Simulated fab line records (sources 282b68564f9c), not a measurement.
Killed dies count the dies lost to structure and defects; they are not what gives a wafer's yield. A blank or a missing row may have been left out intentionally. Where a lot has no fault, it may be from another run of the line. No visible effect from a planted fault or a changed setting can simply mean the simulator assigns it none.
8D (eight disciplines) problem report, filled in by code + flow rit-cmos + the parts of the form that need people (team, actions taken, sign-off) are left out

## 1. THE PROBLEM
CONTACT_TEOS_THK at RIT_CONTACT_THK_MEAS_01 reads a mean of 521 nm on 1 wafer of 1 lot; wafers without a fault read 400 nm with a standard deviation of 5. Relative to the usual mean, that is a shift of +24 standard deviations.
First seen on wafer L336.4, day 6 22:53, on film-metro-04. The record has a number at this step for 39 wafers belonging to 13 lots. By rule, "out" or "out of limits" means more than 4 standard deviations away from the usual mean. The rest of the wafers with a number are treated as sound.

## 2. WHAT IT IS; WHAT IT IS NOT
| question                    | is               | is not                                                                    |
|-----------------------------|------------------|---------------------------------------------------------------------------|
| which readings at this step | CONTACT_TEOS_THK | -                                                                         |
| which lots                  | L336             | L318, L319, L320, L321, L323, L324, L325, L326, L327, L328, L340, L341    |
| which wafers of those lots  | L336.4           | L336.1, L336.5                                                            |
| read on which gauges        | film-metro-04    | film-metro-01, film-metro-03                                              |
| when                        | from day 6 22:53 | up to then (32 sound wafers); but 6 sound wafers of L340, L341 came after |

## 3. WHAT RULES OUT EACH SUSPECT
Counting: if a tool at a process step up to the reading ran every lot that is out, it stays a suspect. Sound lots after the first of them don't rule it out here, since some wafers of a struck lot are sound.
- the gauge at RIT_CONTACT_THK_MEAS_01 is ruled out. All the wafers that are out were read on film-metro-04, but those of them that RIT_M1_PROBE_99 has rows for are out there too, on other tools.
- pecvd-02 at RIT_CONTACT_CVD_00 (deposits SiO2 from TEOS, target thk 400 nm, time 61 s): kept. The lot that is out, L336, ran on it at day 6 22:50; the last sound lot it ran before that was L328, at day 5 11:50.
- Within pecvd-02 at RIT_CONTACT_CVD_00, the wafers that are out were processed in chamber 0 and their sound lot-mates in chamber 1.
After counting, what remains is pecvd-02 at RIT_CONTACT_CVD_00.

## 4. THE CAUSE (what the simulator had put in)
pecvd-02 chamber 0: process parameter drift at RIT_CONTACT_CVD_00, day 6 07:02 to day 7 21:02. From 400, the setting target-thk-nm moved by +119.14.
Counting left only this tool.

## 5. SEQUENCE OF EFFECTS, ordered by route
One row per reading whose mean, taken over the struck wafers that have a number, lies over 3 standard deviations from the usual. Scope: only readings with a usual standard deviation given in the record; hours: median across lots of the time from each lot's start at the first step in this table that gives one to its start at this step; sigmas: change in usual standard deviations.
| hours | step                    | reading            | usual  | on struck wafers | change | sigmas      |
|-------|-------------------------|--------------------|--------|------------------|--------|-------------|
| 0     | RIT_CONTACT_THK_MEAS_01 | CONTACT_TEOS_THK   | 400 nm | 521              | +121   | +24         |
| 7     | RIT_M1_PROBE_99         | killed-at-contacts | 0.1    | 254.0            | +253.9 | +99 or more |
| 7     | RIT_M1_PROBE_99         | killed-dies        | 7.0    | 264.0            | +257.0 | +89         |
| 7     | RIT_M1_PROBE_99         | killed-on-rim      | 1.8    | 70.0             | +68.2  | +49         |
It contains these process steps:
- RIT_M1_PROBE_99

## 6. WHAT WOULD HAVE CAUGHT IT SOONER
In this record the first reading out of limits at a measuring or inspecting step was taken at day 6 22:53, 16 hours after the fault began at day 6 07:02.
Of the tool readings at RIT_CONTACT_CVD_00 for which the record gives a usual standard deviation, none was out on any struck wafer, so an alarm limit of 4 standard deviations on them would not have fired.
By day 6 22:53 the whole set of lots that are out, 1 in number, had already begun RIT_CONTACT_CVD_00 on pecvd-02. A hold on the tool at that time would have spared none of them.
